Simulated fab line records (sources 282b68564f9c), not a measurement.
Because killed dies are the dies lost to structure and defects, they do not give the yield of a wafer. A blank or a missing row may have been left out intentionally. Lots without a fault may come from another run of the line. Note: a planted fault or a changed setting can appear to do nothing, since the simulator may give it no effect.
fab line records | flow rit_cmos
record: lots: 5 wafers: 23
route steps=202 shown SILICIDE@162 CONTACT@175 M1@192
start_h: start of the lot's first displayed wafer, in hours after the record's first day | wait_h: hours since the lot's step before | " repeats the value in the row above | L1.1+2: several wafers, shown together as one row | - no value, or no start was given | * or withheld: withheld | < > ~ a bound
route shown NAME@n: a module of which the file shows steps, and the number in the route of the first | usual: mean/standard deviation of fault-free wafers | same: alike in all rows | chamber/n: place in a boat | sites: the reading at each site | _std_site: how widely they spread, as a standard deviation | _edge_site: outer sites' mean less inner sites' | radius_mm: for every site, how far away it sits from the centre of the wafer | mask NAME#n: copy n | behind: the most recent tool/chamber to have shaped the wafer | hold: cause of the lot's hold/its duration in hours/its outcome | device: the n, p or np transistor that did not switch | end of line: the same wafers' tests at the end of the route | a step with no rows: only its recipe | killed: at the first sort, the dies lost to defects and structure; wafer yield is something else | map: shows each die of a wafer: x if killed, . if not, _ if none is there
set.NAME: setting as actually run; set.NAME@STEP: the setting as run at that earlier step | model.NAME: the simulator's own value behind a step, which no gauge read
one table per step and one row per wafer, for lots whose settings were changed on purpose
== steps ==
step: RIT_SILICIDE_SPUTTER_01
recipe: material: Ti target_thk_nm: 30 power_w: 350 chamber_pressure_pa: 0.667 gas: Ar time_s: 240 substrate_temp_c: 25
columns lot.wafer tool chamber start_h wait_h set.time_s model.Ti_of_SILICIDE_SPUTTER_01.thk_nm
L076.1 pvd_sputter-04 - 60.61 0.0 240 29.23
L076.3 " - " " 240 29.98
L076.4 " - " " 240 29.65
L077.2 pvd_sputter-03 - 68.83 0.0 240 29.53
L077.3 " - " " 267.2 32.81
L077.4 " - " " 267.2 32.66
L077.5 " - " " 267.2 32.37
L077.6 " - " " 240 29.62
L078.2 pvd_sputter-01 - 71.25 0.0 262.5 33.17
L078.3 " - " " 262.5 32.72
L078.4 " - " " 262.5 32.88
L078.5 " - " " 240 29.91
L078.6 " - " " 240 29.28
L079.1 pvd_sputter-03 - 75.03 0.0 240 29.3
L079.3 " - " " 206 25.58
L079.4 " - " " 206 25.26
L079.5 " - " " 240 29.79
L079.6 " - " " 240 29.33
L082.1 pvd_sputter-04 - 90.74 0.0 240 30.07
L082.3 " - " " 249.4 31.55
L082.4 " - " " 240 30.71
L082.5 " - " " 249.4 31.58
L082.6 " - " " 249.4 31.34
step: RIT_SILICIDE_RS_MEAS_02
recipe: thk_meas_gauge: four-point-probe reads: Ti_of_SILICIDE_SPUTTER_01
usual: SILICIDE_TI_RS: 48.2/0.78
columns lot.wafer tool chamber start_h wait_h set.time_s@SILICIDE_SPUTTER_01 SILICIDE_TI_RS[ohm/sq]
L076.1 film_metro-01 - 60.76 0.1 240 49.5
L076.3 " - " " 240 47.9
L076.4 " - " " 240 48.7
L077.2 film_metro-02 - 69.00 0.1 240 48.8
L077.3 " - " " 267.2 42.8
L077.4 " - " " 267.2 43.0
L077.5 " - " " 267.2 43.6
L077.6 " - " " 240 48.6
L078.2 film_metro-01 - 71.42 0.1 262.5 42.2
L078.3 " - " " 262.5 42.9
L078.4 " - " " 262.5 42.8
L078.5 " - " " 240 48.1
L078.6 " - " " 240 49.4
L079.1 film_metro-04 - 75.18 0.1 240 49.3
L079.3 " - " " 206 58.7
L079.4 " - " " 206 59.4
L079.5 " - " " 240 48.3
L079.6 " - " " 240 49.3
L082.1 film_metro-02 - 90.89 0.1 240 47.7
L082.3 " - " " 249.4 44.9
L082.4 " - " " 240 46.4
L082.5 " - " " 249.4 44.9
L082.6 " - " " 249.4 45.2
step: RIT_SILICIDE_THK_MEAS_03
recipe: thk_meas_gauge: xrf reads: Ti_of_SILICIDE_SPUTTER_01
usual: SILICIDE_TI_THK: 29.7/0.4
columns lot.wafer tool chamber start_h wait_h set.time_s@SILICIDE_SPUTTER_01 SILICIDE_TI_THK[nm]
L076.1 film_metro-01 - 60.88 0.1 240 29.2
L076.3 " - " " 240 29.7
L076.4 " - " " 240 29.8
L077.2 film_metro-02 - 69.11 0.1 240 29.4
L077.3 " - " " 267.2 32.6
L077.4 " - " " 267.2 32.6
L077.5 " - " " 267.2 32.2
L077.6 " - " " 240 29.4
L078.2 film_metro-01 - 71.53 0.1 262.5 33.2
L078.3 " - " " 262.5 32.4
L078.4 " - " " 262.5 32.7
L078.5 " - " " 240 29.8
L078.6 " - " " 240 29.2
L079.1 film_metro-04 - 75.30 0.1 240 29.0
L079.3 " - " " 206 25.3
L079.4 " - " " 206 25.0
L079.5 " - " " 240 29.5
L079.6 " - " " 240 29.0
L082.1 film_metro-02 - 91.01 0.1 240 29.9
L082.3 " - " " 249.4 31.2
L082.4 " - " " 240 30.4
L082.5 " - " " 249.4 31.4
L082.6 " - " " 249.4 31.1
step: RIT_CONTACT_DEVELOP_07
recipe: resist: NOVOLAK develop_time_s: 120 dev_temp_c: 23
columns lot.wafer tool chamber start_h wait_h set.develop_time_s
L076.1+3+4 litho_track-04 0 - - 120
L077.2+3+6 litho_track-04 0 - - 134.8
L077.4+5 " 0 " " 120
L078.2+5+6 litho_track-03 0 - - 120
L078.3+4 " 0 " " 111.8
L079.1+3 litho_track-01 0 - - 120
L079.4+5+6 " 0 " " 110.3
L082.1+3+4+5+6 litho_track-01 0 - - 120
step: RIT_CONTACT_CD_MEAS_08
recipe: target_cd_nm: 1000
usual: cd_nm: 999.3/2
columns lot.wafer tool chamber start_h wait_h set.develop_time_s@CONTACT_DEVELOP_07 cd_nm
L076.1 cd_sem-02 - 62.55 - 120 997.5
L076.3 " - " " 120 995.1
L076.4 " - " " 120 996.1
L077.2 cd_sem-02 - 70.43 - 134.8 1004.6
L077.3 " - " " 134.8 1005.9
L077.4 " - " " 120 995.6
L077.5 " - " " 120 995.7
L077.6 " - " " 134.8 1005.5
L078.2 cd_sem-02 - 73.02 - 120 999.1
L078.3 " - " " 111.8 993.8
L078.4 " - " " 111.8 995.1
L078.5 " - " " 120 998.9
L078.6 " - " " 120 1000.0
L079.1 cd_sem-02 - 76.61 - 120 996.1
L079.3 " - " " 120 998.4
L079.4 " - " " 110.3 990.9
L079.5 " - " " 110.3 991.3
L079.6 " - " " 110.3 989.3
L082.1 cd_sem-02 - 92.62 - 120 998.2
L082.3 " - " " 120 998.5
L082.4 " - " " 120 998.9
L082.5 " - " " 120 1002.4
L082.6 " - " " 120 999.2
step: RIT_CONTACT_HARDBAKE_10
recipe: resist: NOVOLAK temp_c: 140 time_s: 60
step: RIT_CONTACT_ETCH_11
recipe: target_depth_a: 4800 over_etch_frac: 0.2 stop_on: TiSi2 chemistry: CHF3/CF4/Ar target: SiO2 CHF3_flow_sccm: 50 cf4_flow_sccm: 10 Ar_flow_sccm: 100 O2_flow_sccm: 5 pressure_mtorr: 100 rf_w: 200 time_s: 320
columns lot.wafer tool chamber start_h wait_h set.develop_time_s@CONTACT_DEVELOP_07 model.CONTACT.cd_nm
L076.1 rie_diel-02 2 62.96 0.1 120 996.8
L076.3 " 3 " " 120 994.9
L076.4 " 1 " " 120 996.1
L077.2+3+6 rie_diel-04 0,2,1 70.72 0.1 134.8 1005
L077.4 " 1 " " 120 995.4
L077.5 " 0 " " 120 996
L078.2 rie_diel-03 2 73.31 0.1 120 998.6
L078.3 " 1 " " 111.8 993.1
L078.4 " 3 " " 111.8 995.3
L078.5 " 0 " " 120 998.5
L078.6 " 3 " " 120 1000
L079.1 rie_diel-03 1 76.91 0.1 120 995.8
L079.3 " 3 " " 120 999.2
L079.4 " 2 " " 110.3 990.4
L079.5 " 3 " " 110.3 991.8
L079.6 " 0 " " 110.3 988.9
L082.1+6 rie_diel-03 0,1 92.93 0.1 120 998.5
L082.3 " 1 " " 120 998.1
L082.4 " 2 " " 120 998.6
L082.5 " 0 " " 120 1002
step: RIT_CONTACT_STRIP_12
recipe: chemistry: O2 time_s: 180 resist: NOVOLAK platen_temp_c: withheld power_w: 500 pressure_mtorr: 4000 o2_flow_sccm: 4000
step: RIT_CONTACT_CD_MEAS_90
recipe: target_cd_nm: 1000
usual: cd_nm: 999.2/2.1
columns lot.wafer tool chamber start_h wait_h set.develop_time_s@CONTACT_DEVELOP_07 cd_nm
L076.1 cd_sem-01 - 63.33 0.1 120 996.8
L076.3 " - " " 120 995.0
L076.4 " - " " 120 996.1
L077.2 cd_sem-01 - 71.11 0.1 134.8 1005.1
L077.3 " - " " 134.8 1005.6
L077.4 " - " " 120 995.6
L077.5 " - " " 120 995.9
L077.6 " - " " 134.8 1005.1
L078.2 cd_sem-02 - 73.70 0.1 120 998.8
L078.3 " - " " 111.8 993.0
L078.4 " - " " 111.8 995.5
L078.5 " - " " 120 998.2
L078.6 " - " " 120 1000.2
L079.1 cd_sem-01 - 77.28 0.1 120 995.9
L079.3 " - " " 120 999.1
L079.4 " - " " 110.3 990.2
L079.5 " - " " 110.3 991.8
L079.6 " - " " 110.3 989.3
L082.1 cd_sem-01 - 93.30 0.1 120 998.5
L082.3 " - " " 120 998.0
L082.4 " - " " 120 998.7
L082.5 " - " " 120 1002.1
L082.6 " - " " 120 998.8
step: RIT_M1_DEVELOP_08
recipe: resist: NOVOLAK develop_time_s: 68 dev_temp_c: 23
columns lot.wafer tool chamber start_h wait_h set.develop_time_s
L076.1+3+4 litho_track-04 0 - - 68
L077.2+4 litho_track-02 0 - - 76.79
L077.3+5+6 " 0 " " 68
L078.2+4+6 litho_track-04 0 - - 64.04
L078.3+5 " 0 " " 68
L079.1+3+6 litho_track-02 0 - - 74.82
L079.4+5 " 0 " " 68
L082.1+3+5 litho_track-04 0 - - 78.1
L082.4+6 " 0 " " 68
step: RIT_M1_CD_MEAS_09
recipe: target_cd_nm: 2600
usual: cd_nm: 2600.0/1.6
columns lot.wafer tool chamber start_h wait_h set.develop_time_s@M1_DEVELOP_08 cd_nm
L076.1 cd_sem-02 - 65.28 - 68 2599.4
L076.3 " - " " 68 2600.2
L076.4 " - " " 68 2597.2
L077.2 cd_sem-01 - 73.17 - 76.79 2588.4
L077.3 " - " " 68 2601.0
L077.4 " - " " 76.79 2590.9
L077.5 " - " " 68 2600.6
L077.6 " - " " 68 2601.9
L078.2 cd_sem-02 - 75.54 - 64.04 2607.2
L078.3 " - " " 68 2599.1
L078.4 " - " " 64.04 2606.0
L078.5 " - " " 68 2599.3
L078.6 " - " " 64.04 2605.7
L079.1 cd_sem-02 - 79.25 - 74.82 2593.6
L079.3 " - " " 74.82 2592.9
L079.4 " - " " 68 2601.9
L079.5 " - " " 68 2600.9
L079.6 " - " " 74.82 2593.3
L082.1 cd_sem-01 - 95.12 - 78.1 2585.2
L082.3 " - " " 78.1 2587.5
L082.4 " - " " 68 2599.9
L082.5 " - " " 78.1 2585.2
L082.6 " - " " 68 2597.1
step: RIT_M1_HARDBAKE_11
recipe: resist: NOVOLAK temp_c: 140 time_s: 120
columns lot.wafer tool chamber start_h wait_h set.temp_c
L076.1+3+4 litho_track-02 0 65.44 0.0 140
L077.2+4+6 litho_track-02 0 73.34 0.1 138.4
L077.3+5 " 0 " " 140
L078.2+3+4+5+6 litho_track-04 0 75.72 0.1 140
L079.1+4+5 litho_track-02 0 79.41 0.0 140
L079.3+6 " 0 " " 141.7
L082.1+3+4+5+6 litho_track-04 0 95.28 0.0 140
step: RIT_M1_METAL_ETCH_12
recipe: stop_on: SiO2 chemistry: Cl2/BCl3 target: Al time_s: 165 over_etch_frac: 0.4654 pressure_mtorr: 100 target_depth_a: 6000 rf_w: 250 Cl2_flow_sccm: 60 bcl3_flow_sccm: 50
step: RIT_M1_STRIP_13
recipe: chemistry: nmp resist: NOVOLAK temp_c: 80 time_s: 600 dry: n2_spin
step: RIT_M1_STRIP_14
recipe: chemistry: O2 time_s: 180 platen_temp_c: withheld power_w: 500 pressure_mtorr: 4000 o2_flow_sccm: 4000
step: RIT_M1_CD_MEAS_90
recipe: target_cd_nm: 2600
usual: cd_nm: 2600.8/2
columns lot.wafer tool chamber start_h wait_h set.develop_time_s@M1_DEVELOP_08 cd_nm
L076.1 cd_sem-01 - 66.20 0.1 68 2597.9
L076.3 " - " " 68 2599.3
L076.4 " - " " 68 2598.5
L077.2 cd_sem-01 - 74.08 0.1 76.79 2589.6
L077.3 " - " " 68 2602.3
L077.4 " - " " 76.79 2594.1
L077.5 " - " " 68 2601.7
L077.6 " - " " 68 2603.2
L078.2 cd_sem-01 - 76.46 0.1 64.04 2607.7
L078.3 " - " " 68 2599.9
L078.4 " - " " 64.04 2607.0
L078.5 " - " " 68 2599.8
L078.6 " - " " 64.04 2607.0
L079.1 cd_sem-01 - 80.17 0.1 74.82 2594.7
L079.3 " - " " 74.82 2593.9
L079.4 " - " " 68 2601.9
L079.5 " - " " 68 2601.8
L079.6 " - " " 74.82 2594.6
L082.1 cd_sem-01 - 96.04 0.1 78.1 2585.6
L082.3 " - " " 78.1 2586.4
L082.4 " - " " 68 2602.4
L082.5 " - " " 78.1 2589.0
L082.6 " - " " 68 2597.0
== key ==
split: step: RIT_SILICIDE_SPUTTER_01 setting: time_s stated: 240 by: wafer
response: step: RIT_SILICIDE_SPUTTER_01 reading: model.Ti_of_SILICIDE_SPUTTER_01.thk_nm change: +0.295 per: 1% r: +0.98
response: step: RIT_SILICIDE_RS_MEAS_02 reading: SILICIDE_TI_RS change: -0.629 per: 1% r: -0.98
response: step: RIT_SILICIDE_THK_MEAS_03 reading: SILICIDE_TI_THK change: +0.293 per: 1% r: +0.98
split: step: RIT_CONTACT_DEVELOP_07 setting: develop_time_s stated: 120 by: wafer
response: step: RIT_CONTACT_CD_MEAS_08 reading: cd_nm change: +0.784 per: 1% r: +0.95
response: step: RIT_CONTACT_ETCH_11 reading: model.CONTACT.cd_nm change: +0.79 per: 1% r: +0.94
response: step: RIT_CONTACT_CD_MEAS_90 reading: cd_nm change: +0.786 per: 1% r: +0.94
split: step: RIT_M1_DEVELOP_08 setting: develop_time_s stated: 68 by: wafer
response: step: RIT_M1_CD_MEAS_09 reading: cd_nm change: -0.878 per: 1% r: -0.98
response: step: RIT_M1_CD_MEAS_90 reading: cd_nm change: -0.849 per: 1% r: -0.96
split: step: RIT_M1_HARDBAKE_11 setting: temp_c stated: 140 by: wafer
response none clear
